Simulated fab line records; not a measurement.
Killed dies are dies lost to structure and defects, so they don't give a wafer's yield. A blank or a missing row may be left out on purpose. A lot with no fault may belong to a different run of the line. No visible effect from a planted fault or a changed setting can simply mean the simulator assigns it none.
fab line records	flow rit_cmos
record lots=5	wafers=23
route steps=202 shown ACTIVE@2 FOX1@20 FOX2@25 NWELL@36 PWELL@40 PRETRO@65 NLDD@104 PLDD@122 NSD@139
start_h: hours from the record's opening day to when the first of the lot's shown wafers began	wait_h: time in hours since the lot's previous step	" same as the row above	L1.1+2: a single row standing in for several wafers	- no value present, or no start provided	* or withheld: withheld	< > ~ a bound
route shown NAME@n: a module of which the file shows steps, and the number in the route of the first	usual: average and standard deviation across the fault-free wafers	same: alike in all rows	chamber/n: place in a boat	sites: per-site readings	_std_site: their standard deviation	_edge_site: the outer-site mean with the inner-site mean subtracted	radius_mm: for every site, how far away it sits from the centre of the wafer	mask NAME#n: copy n	behind: the most recent tool/chamber to have shaped the wafer	hold: why the lot was held/for how many hours/how that ended	device: the n, p or np transistor that did not switch	end of line: the route-end tests of the same wafers	for a step that has no rows: nothing shown but its recipe	killed: not the wafer's yield, but the dies lost to structure and defects at the first sort	map: shows each die of a wafer: x if killed, . if not, _ if none is there
set.NAME: the setting as run; set.NAME@STEP: as run at that earlier step	model.NAME: the simulator's own value behind a step, which no gauge read
one table per step and one row per wafer, for lots whose settings were changed on purpose
## steps
# step RIT_ACTIVE_OXIDATION_01
# recipe temp_c=1000	ambient=O2	target_thk_a=468	ox_time_s=3360
lot.wafer	tool	chamber	start_h	wait_h	set.temp_c	model.SiO2_of_ACTIVE_OXIDATION_01.thk_nm
L074.1	-	-	-	0.2	989.8	40.89
L074.2	"	-	"	"	989.8	41.21
L074.4	"	-	"	"	989.8	40.83
L074.5	"	-	"	"	989.8	40.84
L074.6	"	-	"	"	989.8	40.63
L076.1	-	-	-	0.1	1000	46.37
L076.2	"	-	"	"	1000	45.86
L076.3	"	-	"	"	1000	45.9
L076.5	"	-	"	"	1000	46.15
L076.6	"	-	"	"	1000	45.19
L077.3	furnace-04	0	25.35	0.3	1000	47.01
L077.4	"	0	"	"	1000	46.93
L077.5	"	0	"	"	1000	46.82
L079.1	-	-	-	0.1	977.9	37.14
L079.2	"	-	"	"	977.9	37.24
L079.3	"	-	"	"	977.9	38.14
L079.5	"	-	"	"	977.9	36.73
L079.6	"	-	"	"	977.9	37.41
L084.1	-	-	-	0.1	1016	54.44
L084.2	"	-	"	"	1016	54.72
L084.4	"	-	"	"	1016	54.47
L084.5	"	-	"	"	1016	54.2
L084.6	"	-	"	"	1016	55.13
# step RIT_ACTIVE_THK_MEAS_02
# recipe reads=SiO2_of_ACTIVE_OXIDATION_01
# usual ACTIVE_OXIDE_THK=46.3/0.64
lot.wafer	tool	chamber	start_h	wait_h	set.temp_c@ACTIVE_OXIDATION_01	ACTIVE_OXIDE_THK[nm]
L074.1	film_metro-04	-	-	-	989.8	40.9
L074.2	"	-	"	"	989.8	41.2
L074.4	"	-	"	"	989.8	40.8
L074.5	"	-	"	"	989.8	40.8
L074.6	"	-	"	"	989.8	40.6
L076.1	film_metro-03	-	-	-	1000	46.4
L076.2	"	-	"	"	1000	45.9
L076.3	"	-	"	"	1000	45.9
L076.5	"	-	"	"	1000	46.2
L076.6	"	-	"	"	1000	45.2
L077.3	film_metro-01	-	27.31	0.0	1000	47.0
L077.4	"	-	"	"	1000	46.9
L077.5	"	-	"	"	1000	46.9
L079.1	film_metro-03	-	-	-	977.9	37.1
L079.2	"	-	"	"	977.9	37.2
L079.3	"	-	"	"	977.9	38.2
L079.5	"	-	"	"	977.9	36.8
L079.6	"	-	"	"	977.9	37.4
L084.1	film_metro-03	-	-	-	1016	54.4
L084.2	"	-	"	"	1016	54.7
L084.4	"	-	"	"	1016	54.5
L084.5	"	-	"	"	1016	54.2
L084.6	"	-	"	"	1016	55.1
# step RIT_ACTIVE_CVD_03
# recipe material=Si3N4	target_thk_nm=150	temp_c=810	precursor=SiH2Cl2/NH3	time_s=1500	pressure_mtorr=300	sih2cl2_flow_sccm=60	nh3_flow_sccm=150
lot.wafer	tool	chamber	start_h	wait_h	set.nh3_flow_sccm
L074.1+2+4+5+6	-	-	-	0.1	160
L076.1+2+3+5+6	-	-	-	0.1	165.6
L077.3+4+5	lpcvd-02	1	27.35	0.0	150
L079.1+2+3+5+6	-	-	-	0.1	170
L084.1+2+4+5+6	-	-	-	0.1	166.2
# step RIT_ACTIVE_DEVELOP_10
# recipe resist=NOVOLAK	develop_time_s=50	dev_temp_c=23
lot.wafer	tool	chamber	start_h	wait_h	set.develop_time_s
L074.1+2	litho_track-03	0	-	-	50
L074.4+5+6	"	0	"	"	44.06
L076.1+2+5	litho_track-04	0	-	-	50
L076.3+6	"	0	"	"	47.17
L077.3+4+5	litho_track-04	0	-	-	50
L079.1+6	litho_track-04	0	-	-	50
L079.2+3+5	"	0	"	"	47
L084.1+2+4+5+6	litho_track-04	0	-	-	50
# step RIT_ACTIVE_HARDBAKE_12
# recipe resist=NOVOLAK	temp_c=140	time_s=60
# step RIT_ACTIVE_CLEAN_16
# recipe chemistry=dHF	dilution=50:1	time_s=30
# step RIT_ACTIVE_CLEAN_17
# recipe chemistry=SC2	mix=3:3:50	time_s=600	temp_c=75	dry=n2_spin
# step RIT_FOX1_OXIDATION_00
# recipe temp_c=1100	ambient=H2O	target_thk_a=3507	p_h2o_torr=720	ox_time_s=1130
lot.wafer	tool	chamber	start_h	wait_h	set.nh3_flow_sccm@ACTIVE_CVD_03	model.Si3N4_of_ACTIVE_CVD_03.thk_nm
L074.1+2+4+6	furnace-03	0	16.84	0.8	160	150.4
L074.5	"	0	"	"	160	150
L076.1	furnace-02	0	25.64	0.0	165.6	154.1
L076.2	"	0	"	"	165.6	152.8
L076.3	"	0	"	"	165.6	153.3
L076.5	"	0	"	"	165.6	154.2
L076.6	"	0	"	"	165.6	153
L077.3	furnace-04	0	31.48	0.7	150	139.8
L077.4	"	0	"	"	150	140.2
L077.5	"	0	"	"	150	140.1
L079.1	furnace-03	0	40.52	0.0	170	156.7
L079.2	"	0	"	"	170	157
L079.3	"	0	"	"	170	155
L079.5	"	0	"	"	170	154.5
L079.6	"	0	"	"	170	155.9
L084.1+2	furnace-04	0	65.63	0.0	166.2	155.2
L084.4	"	0	"	"	166.2	155.1
L084.5	"	0	"	"	166.2	154.8
L084.6	"	0	"	"	166.2	154.7
# step RIT_FOX1_WET_ETCH_02
# recipe chemistry=BOE	target_depth_nm=350	time_s=390	temp_c=21.5	dry=n2_spin	dilution=10:1	target=SiO2
# step RIT_FOX2_CLEAN_02
# recipe chemistry=dHF	dilution=50:1	time_s=180
# step RIT_FOX2_WET_ETCH_03
# recipe chemistry=H3PO4	target=Si3N4	target_depth_nm=195	temp_c=165	time_s=2700
lot.wafer	tool	chamber	start_h	wait_h	set.temp_c@ACTIVE_OXIDATION_01	model.SiO2_of_ACTIVE_OXIDATION_01.thk_nm
L074.1	wet_bench-04	3	20.03	0.0	989.8	36.29
L074.2	"	3	"	"	989.8	36.59
L074.4	"	3	"	"	989.8	36.24
L074.5	"	3	"	"	989.8	35.73
L074.6	"	3	"	"	989.8	36.08
L076.1	wet_bench-01	2	29.89	0.0	1000	41.41
L076.2	"	2	"	"	1000	39.55
L076.3	"	2	"	"	1000	40.01
L076.5	"	2	"	"	1000	40.25
L076.6	"	2	"	"	1000	40.37
L077.3	wet_bench-04	2	34.40	0.0	1000	40.87
L077.4	"	2	"	"	1000	41.78
L077.5	"	2	"	"	1000	40.27
L079.1	wet_bench-03	2	43.49	0.0	977.9	33.06
L079.2	"	2	"	"	977.9	33.14
L079.3	"	2	"	"	977.9	33.93
L079.5	"	2	"	"	977.9	32.67
L079.6	"	2	"	"	977.9	33.29
L084.1	wet_bench-01	2	68.55	0.0	1016	47.76
L084.2	"	2	"	"	1016	47.98
L084.4	"	2	"	"	1016	47.05
L084.5	"	2	"	"	1016	47.58
L084.6	"	2	"	"	1016	46.88
# step RIT_NWELL_IMPLANT_08
# recipe species=P	energy_kev=170	dose_cm2=5e+13	tilt_deg=7
lot.wafer	tool	chamber	start_h	wait_h	set.energy_kev	model.implant.rp_nm	model.implant.drp_nm
L074.1+2+4	implanter-01	0	22.43	0.2	170	215.7	68.82
L074.5+6	"	0	"	"	178.1	226.2	71.27
L076.1+3+6	implanter-04	0	32.06	0.2	170	209.5	68.82
L076.2+5	"	0	"	"	162.9	200.5	66.7
L077.3+4+5	implanter-03	0	36.56	0.2	170	216.5	68.82
L079.1+2+3+5+6	implanter-04	0	45.47	0.2	170	210.5	68.82
L084.1+4+5	implanter-01	0	70.68	0.2	170	215.9	68.82
L084.2+6	"	0	"	"	165.5	210	67.48
# step RIT_PWELL_COAT_01
# recipe resist=NOVOLAK	spin_rpm=2000	resist_thk_nm=1300
lot.wafer	tool	chamber	start_h	wait_h	set.resist_thk_nm	model.NOVOLAK_of_PWELL_COAT_01.thk_nm
L074.1	litho_track-04	0	22.96	0.1	1300	1301
L074.2	"	0	"	"	1300	1299
L074.4	"	0	"	"	1250	1251
L074.5	"	0	"	"	1250	1250
L074.6	"	0	"	"	1250	1247
L076.1+3	litho_track-02	0	32.60	0.1	1300	1303
L076.2	"	0	"	"	1300	1299
L076.5	"	0	"	"	1300	1301
L076.6	"	0	"	"	1300	1300
L077.3	litho_track-02	0	37.10	0.1	1300	1298
L077.4	"	0	"	"	1300	1300
L077.5	"	0	"	"	1300	1299
L079.1	litho_track-04	0	46.00	0.1	1252	1249
L079.2	"	0	"	"	1300	1293
L079.3	"	0	"	"	1252	1247
L079.5	"	0	"	"	1300	1295
L079.6	"	0	"	"	1300	1290
L084.1	litho_track-03	0	71.23	0.1	1374	1370
L084.2	"	0	"	"	1374	1368
L084.4	"	0	"	"	1300	1297
L084.5	"	0	"	"	1374	1367
L084.6	"	0	"	"	1300	1295
# step RIT_PWELL_SOFTBAKE_02
# recipe resist=NOVOLAK	temp_c=90	time_s=60
lot.wafer	tool	chamber	start_h	wait_h	set.temp_c
L074.1+4+5	litho_track-04	0	23.11	0.1	90
L074.2+6	"	0	"	"	87.23
L076.1+5+6	litho_track-02	0	32.75	0.1	90
L076.2+3	"	0	"	"	86.87
L077.3+4+5	litho_track-02	0	37.25	0.1	90
L079.1+2	litho_track-04	0	46.15	0.1	90
L079.3+5+6	"	0	"	"	92.89
L084.1+4+6	litho_track-03	0	71.38	0.1	90
L084.2+5	"	0	"	"	88.78
# step RIT_PWELL_EXPOSE_03
# recipe mask_id=M3	na=0.57	target_cd_nm=43700	dose_mj=250
# step RIT_PWELL_PEB_04
# recipe resist=NOVOLAK	temp_c=withheld	time_s=withheld
# step RIT_PWELL_DEVELOP_05
# recipe resist=NOVOLAK	develop_time_s=68	dev_temp_c=23
# step RIT_PWELL_HARDBAKE_07
# recipe resist=NOVOLAK	temp_c=140	time_s=120
lot.wafer	tool	chamber	start_h	wait_h	set.resist_thk_nm@PWELL_COAT_01	model.NOVOLAK_of_PWELL_COAT_01.thk_nm
L074.1	litho_track-02	0	23.73	0.0	1300	1138
L074.2	"	0	"	"	1300	1136
L074.4	"	0	"	"	1250	1095
L074.5	"	0	"	"	1250	1094
L074.6	"	0	"	"	1250	1092
L076.1+3	litho_track-02	0	33.49	0.0	1300	1139
L076.2	"	0	"	"	1300	1136
L076.5+6	"	0	"	"	1300	1137
L077.3	litho_track-02	0	38.02	0.1	1300	1135
L077.4	"	0	"	"	1300	1137
L077.5	"	0	"	"	1300	1136
L079.1	litho_track-02	0	46.90	0.0	1252	1093
L079.2	"	0	"	"	1300	1131
L079.3	"	0	"	"	1252	1092
L079.5	"	0	"	"	1300	1133
L079.6	"	0	"	"	1300	1128
L084.1	litho_track-03	0	71.99	0.0	1374	1197
L084.2	"	0	"	"	1374	1196
L084.4	"	0	"	"	1300	1134
L084.5	"	0	"	"	1374	1195
L084.6	"	0	"	"	1300	1133
# step RIT_PRETRO_COAT_01
# recipe resist=NOVOLAK	spin_rpm=2000	resist_thk_nm=1300
lot.wafer	tool	chamber	start_h	wait_h	set.resist_thk_nm	model.NOVOLAK_of_PRETRO_COAT_01.thk_nm
L074.1+2	litho_track-04	0	31.39	0.1	1300	1299
L074.4	"	0	"	"	1300	1296
L074.5+6	"	0	"	"	1300	1300
L076.1	litho_track-01	0	41.25	0.1	1300	1305
L076.2	"	0	"	"	1300	1306
L076.3	"	0	"	"	1254	1260
L076.5	"	0	"	"	1300	1307
L076.6	"	0	"	"	1254	1258
L077.3	litho_track-03	0	46.05	0.1	1300	1302
L077.4	"	0	"	"	1300	1303
L077.5	"	0	"	"	1300	1300
L079.1	litho_track-03	0	54.56	0.1	1300	1297
L079.2	"	0	"	"	1236	1235
L079.3+5	"	0	"	"	1236	1234
L079.6	"	0	"	"	1300	1294
L084.1	litho_track-04	0	79.65	0.1	1255	1252
L084.2	"	0	"	"	1255	1254
L084.4	"	0	"	"	1300	1296
L084.5+6	"	0	"	"	1300	1294
# step RIT_PRETRO_SOFTBAKE_02
# recipe resist=NOVOLAK	temp_c=90	time_s=60
# step RIT_PRETRO_EXPOSE_03
# recipe mask_id=M5	na=0.57	target_cd_nm=43700	dose_mj=250
# step RIT_PRETRO_DEVELOP_05
# recipe resist=NOVOLAK	develop_time_s=68	dev_temp_c=23
# step RIT_PRETRO_HARDBAKE_07
# recipe resist=NOVOLAK	temp_c=140	time_s=120
lot.wafer	tool	chamber	start_h	wait_h	set.resist_thk_nm@PRETRO_COAT_01	model.NOVOLAK_of_PRETRO_COAT_01.thk_nm
L074.1+2	litho_track-01	0	32.28	0.0	1300	1136
L074.4	"	0	"	"	1300	1134
L074.5+6	"	0	"	"	1300	1137
L076.1	litho_track-03	0	42.14	0.0	1300	1141
L076.2	"	0	"	"	1300	1142
L076.3	"	0	"	"	1254	1103
L076.5	"	0	"	"	1300	1143
L076.6	"	0	"	"	1254	1101
L077.3	litho_track-03	0	47.03	0.2	1300	1139
L077.4	"	0	"	"	1300	1140
L077.5	"	0	"	"	1300	1137
L079.1	litho_track-04	0	55.51	0.0	1300	1134
L079.2	"	0	"	"	1236	1081
L079.3+5	"	0	"	"	1236	1080
L079.6	"	0	"	"	1300	1132
L084.1	litho_track-03	0	80.42	0.0	1255	1096
L084.2	"	0	"	"	1255	1097
L084.4	"	0	"	"	1300	1133
L084.5+6	"	0	"	"	1300	1132
# step RIT_PRETRO_IMPLANT_08
# recipe species=B	energy_kev=45	dose_cm2=1.2e+13	tilt_deg=7
lot.wafer	tool	chamber	start_h	wait_h	set.dose_cm2
L074.1+5	implanter-02	0	32.53	0.2	1.274e+13
L074.2+4+6	"	0	"	"	1.2e+13
L076.1+2+6	implanter-04	0	42.39	0.2	1.257e+13
L076.3+5	"	0	"	"	1.2e+13
L077.3+4+5	implanter-03	0	47.25	0.2	1.2e+13
L079.1+2+3+5+6	implanter-02	0	55.76	0.2	1.2e+13
L084.1+2+4+5+6	implanter-04	0	80.67	0.2	1.2e+13
# step RIT_PRETRO_STRIP_09
# recipe chemistry=O2	time_s=180	resist=NOVOLAK	platen_temp_c=withheld	power_w=500	pressure_mtorr=4000	o2_flow_sccm=4000
# step RIT_PRETRO_TW_MEAS_10
# usual PRETRO_TW=474/3.5
lot.wafer	tool	chamber	start_h	wait_h	set.dose_cm2@PRETRO_IMPLANT_08	PRETRO_TW
L074.1	film_metro-01	-	32.85	0.1	1.274e+13	483
L074.2	"	-	"	"	1.2e+13	472
L074.4	"	-	"	"	1.2e+13	474
L074.5	"	-	"	"	1.274e+13	480
L074.6	"	-	"	"	1.2e+13	472
L076.1	film_metro-02	-	42.71	0.1	1.257e+13	482
L076.2	"	-	"	"	1.257e+13	480
L076.3	"	-	"	"	1.2e+13	473
L076.5	"	-	"	"	1.2e+13	471
L076.6	"	-	"	"	1.257e+13	479
L077.3	film_metro-02	-	47.54	0.1	1.2e+13	478
L077.4	"	-	"	"	1.2e+13	474
L077.5	"	-	"	"	1.2e+13	474
L079.1	film_metro-01	-	56.18	0.1	1.2e+13	470
L079.2	"	-	"	"	1.2e+13	468
L079.3	"	-	"	"	1.2e+13	472
L079.5	"	-	"	"	1.2e+13	469
L079.6	"	-	"	"	1.2e+13	471
L084.1	film_metro-01	-	80.99	0.1	1.2e+13	472
L084.2	"	-	"	"	1.2e+13	471
L084.4	"	-	"	"	1.2e+13	474
L084.5	"	-	"	"	1.2e+13	473
L084.6	"	-	"	"	1.2e+13	474
# step RIT_NLDD_COAT_01
# recipe resist=NOVOLAK	spin_rpm=3250	resist_thk_nm=1000
lot.wafer	tool	chamber	start_h	wait_h	set.resist_thk_nm	model.NOVOLAK_of_NLDD_COAT_01.thk_nm
L074.1	litho_track-04	0	41.20	0.1	1000	999.4
L074.2	"	0	"	"	1000	999.1
L074.4	"	0	"	"	1000	998.7
L074.5	"	0	"	"	1000	1001
L074.6	"	0	"	"	1000	1002
L076.1	litho_track-04	0	51.50	0.1	1000	1002
L076.2	"	0	"	"	1000	1001
L076.3	"	0	"	"	1050	1052
L076.5	"	0	"	"	1050	1051
L076.6	"	0	"	"	1050	1054
L077.3+4	litho_track-02	0	56.20	0.1	1000	1000
L077.5	"	0	"	"	1000	1003
L079.1	litho_track-03	0	64.81	0.1	1000	995.2
L079.2	"	0	"	"	1000	996.9
L079.3	"	0	"	"	1031	1027
L079.5	"	0	"	"	1031	1029
L079.6	"	0	"	"	1000	995.1
L084.1	litho_track-03	0	89.42	0.1	1000	1002
L084.2	"	0	"	"	1000	1001
L084.4+5	"	0	"	"	1038	1041
L084.6	"	0	"	"	1000	998.8
# step RIT_NLDD_HARDBAKE_07
# recipe resist=NOVOLAK	temp_c=140	time_s=60
lot.wafer	tool	chamber	start_h	wait_h	set.temp_c	set.resist_thk_nm@NLDD_COAT_01	model.NOVOLAK_of_NLDD_COAT_01.thk_nm
L074.1	litho_track-02	0	42.13	0.0	140	1000	883.2
L074.2	"	0	"	"	140	1000	883
L074.4	"	0	"	"	140	1000	882.6
L074.5	"	0	"	"	140	1000	884.8
L074.6	"	0	"	"	140	1000	885.8
L076.1	litho_track-02	0	52.31	0.1	140	1000	885.4
L076.2	"	0	"	"	140	1000	884.8
L076.3	"	0	"	"	140	1050	929
L076.5	"	0	"	"	140	1050	928
L076.6	"	0	"	"	140	1050	930.6
L077.3	litho_track-03	0	56.94	0.1	140	1000	883.9
L077.4	"	0	"	"	140	1000	884.2
L077.5	"	0	"	"	140	1000	886.7
L079.1	litho_track-02	0	65.67	0.0	140	1000	879.6
L079.2	"	0	"	"	140	1000	881
L079.3	"	0	"	"	140	1031	907
L079.5	"	0	"	"	140	1031	909.1
L079.6	"	0	"	"	140	1000	879.5
L084.1	litho_track-04	0	90.28	0.0	137	1000	890.2
L084.2	"	0	"	"	140	1000	885
L084.4	"	0	"	"	137	1038	924.5
L084.5	"	0	"	"	140	1038	919.6
L084.6	"	0	"	"	140	1000	882.7
# step RIT_PLDD_IMPLANT_08
# recipe species=BF2	energy_kev=20	dose_cm2=9e+14	tilt_deg=7
lot.wafer	tool	chamber	start_h	wait_h	set.energy_kev	model.implant.rp_nm	model.implant.drp_nm
L074.1+2+4+5+6	implanter-02	0	43.70	0.1	20	17.8	9.752
L076.1+5+6	implanter-04	0	54.01	0.1	20	17.31	9.752
L076.2+3	"	0	"	"	19.5	16.97	9.58
L077.3+4+5	implanter-02	0	58.63	0.1	20	16.93	9.752
L079.1+2+5	implanter-01	0	67.38	0.1	19.4	17.09	9.545
L079.3+6	"	0	"	"	20	17.5	9.752
L084.1+5+6	implanter-02	0	92.12	0.1	18.84	16.78	9.351
L084.2+4	"	0	"	"	20	17.58	9.752
# step RIT_NSD_IMPLANT_08
# recipe species=P	energy_kev=25	dose_cm2=1e+15	tilt_deg=7
lot.wafer	tool	chamber	start_h	wait_h	set.energy_kev
L074.1+6	implanter-01	0	48.02	0.1	25
L074.2+4+5	"	0	"	"	25.76
L076.1+2+3+5+6	implanter-03	0	58.06	0.1	25
L077.3+4+5	implanter-02	0	62.55	0.1	25
L079.1+5	implanter-02	0	71.68	0.1	24.25
L079.2+3+6	"	0	"	"	25
L084.1+4+5	implanter-02	0	96.29	0.1	25
L084.2+6	"	0	"	"	24.61
# step RIT_NSD_STRIP_09
# recipe chemistry=O2	time_s=180	resist=NOVOLAK	platen_temp_c=withheld	power_w=500	pressure_mtorr=4000	o2_flow_sccm=4000
# step RIT_SDANNEAL_RS_MEAS_06
# recipe thk_meas_gauge=four-point-probe
# usual PLDD_RS=178.9/0.53
lot.wafer	tool	chamber	start_h	wait_h	set.energy_kev@PLDD_IMPLANT_08	PLDD_RS[ohm/sq]
L074.1	film_metro-04	-	50.52	0.1	20	179.3
L074.2	"	-	"	"	20	179.5
L074.4	"	-	"	"	20	179.6
L074.5	"	-	"	"	20	179.1
L074.6	"	-	"	"	20	179.0
L076.1	film_metro-04	-	60.53	0.1	20	178.6
L076.2	"	-	"	"	19.5	180.2
L076.3	"	-	"	"	19.5	180.6
L076.5	"	-	"	"	20	178.9
L076.6	"	-	"	"	20	178.5
L077.3	film_metro-01	-	65.13	0.1	20	178.8
L077.4	"	-	"	"	20	178.4
L077.5	"	-	"	"	20	178.4
L079.1	film_metro-03	-	74.27	0.1	19.4	181.1
L079.2	"	-	"	"	19.4	181.1
L079.3	"	-	"	"	20	179.3
L079.5	"	-	"	"	19.4	181.6
L079.6	"	-	"	"	20	178.5
L084.1	film_metro-04	-	99.16	0.1	18.84	182.4
L084.2	"	-	"	"	20	178.8
L084.4	"	-	"	"	20	178.9
L084.5	"	-	"	"	18.84	182.2
L084.6	"	-	"	"	18.84	183.4
## key
split step=RIT_ACTIVE_OXIDATION_01	setting=temp_c	stated=1000	by=lot
response step=RIT_ACTIVE_OXIDATION_01	reading=model.SiO2_of_ACTIVE_OXIDATION_01.thk_nm	change=+4.61	per=1%	r=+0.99
response step=RIT_ACTIVE_THK_MEAS_02	reading=ACTIVE_OXIDE_THK	change=+4.61	per=1%	r=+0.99
response step=RIT_FOX2_WET_ETCH_03	reading=model.SiO2_of_ACTIVE_OXIDATION_01.thk_nm	change=+3.79	per=1%	r=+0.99
split step=RIT_ACTIVE_CVD_03	setting=nh3_flow_sccm	stated=150	by=lot
response step=RIT_FOX1_OXIDATION_00	reading=model.Si3N4_of_ACTIVE_CVD_03.thk_nm	change=+1.19	per=1%	r=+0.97
split step=RIT_ACTIVE_DEVELOP_10	setting=develop_time_s	stated=50	by=wafer
response none clear
split step=RIT_NWELL_IMPLANT_08	setting=energy_kev	stated=170	by=wafer
response step=RIT_NWELL_IMPLANT_08	reading=model.implant.rp_nm	change=+2.19	per=1%	r=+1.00
response step=RIT_NWELL_IMPLANT_08	reading=model.implant.drp_nm	change=+0.511	per=1%	r=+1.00
split step=RIT_PWELL_COAT_01	setting=resist_thk_nm	stated=1300	by=wafer
response step=RIT_PWELL_COAT_01	reading=model.NOVOLAK_of_PWELL_COAT_01.thk_nm	change=+12.7	per=1%	r=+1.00
response step=RIT_PWELL_HARDBAKE_07	reading=model.NOVOLAK_of_PWELL_COAT_01.thk_nm	change=+11	per=1%	r=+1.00
split step=RIT_PWELL_SOFTBAKE_02	setting=temp_c	stated=90	by=wafer
response none clear
split step=RIT_PRETRO_COAT_01	setting=resist_thk_nm	stated=1300	by=wafer
response step=RIT_PRETRO_COAT_01	reading=model.NOVOLAK_of_PRETRO_COAT_01.thk_nm	change=+12.5	per=1%	r=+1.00
response step=RIT_PRETRO_HARDBAKE_07	reading=model.NOVOLAK_of_PRETRO_COAT_01.thk_nm	change=+10.8	per=1%	r=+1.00
split step=RIT_PRETRO_IMPLANT_08	setting=dose_cm2	stated=1.2e+13	by=wafer
response step=RIT_PRETRO_TW_MEAS_10	reading=PRETRO_TW	change=+1.53	per=1%	r=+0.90
split step=RIT_NLDD_COAT_01	setting=resist_thk_nm	stated=1000	by=wafer
response step=RIT_NLDD_COAT_01	reading=model.NOVOLAK_of_NLDD_COAT_01.thk_nm	change=+10.3	per=1%	r=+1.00
response step=RIT_NLDD_HARDBAKE_07	reading=model.NOVOLAK_of_NLDD_COAT_01.thk_nm	change=+9.06	per=1%	r=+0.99
split step=RIT_NLDD_HARDBAKE_07	setting=temp_c	stated=140	by=wafer
response none clear
split step=RIT_PLDD_IMPLANT_08	setting=energy_kev	stated=20	by=wafer
response step=RIT_PLDD_IMPLANT_08	reading=model.implant.rp_nm	change=+0.138	per=1%	r=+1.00
response step=RIT_PLDD_IMPLANT_08	reading=model.implant.drp_nm	change=+0.069	per=1%	r=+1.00
response step=RIT_SDANNEAL_RS_MEAS_06	reading=PLDD_RS	change=-0.688	per=1%	r=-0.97
split step=RIT_NSD_IMPLANT_08	setting=energy_kev	stated=25	by=wafer
response none clear
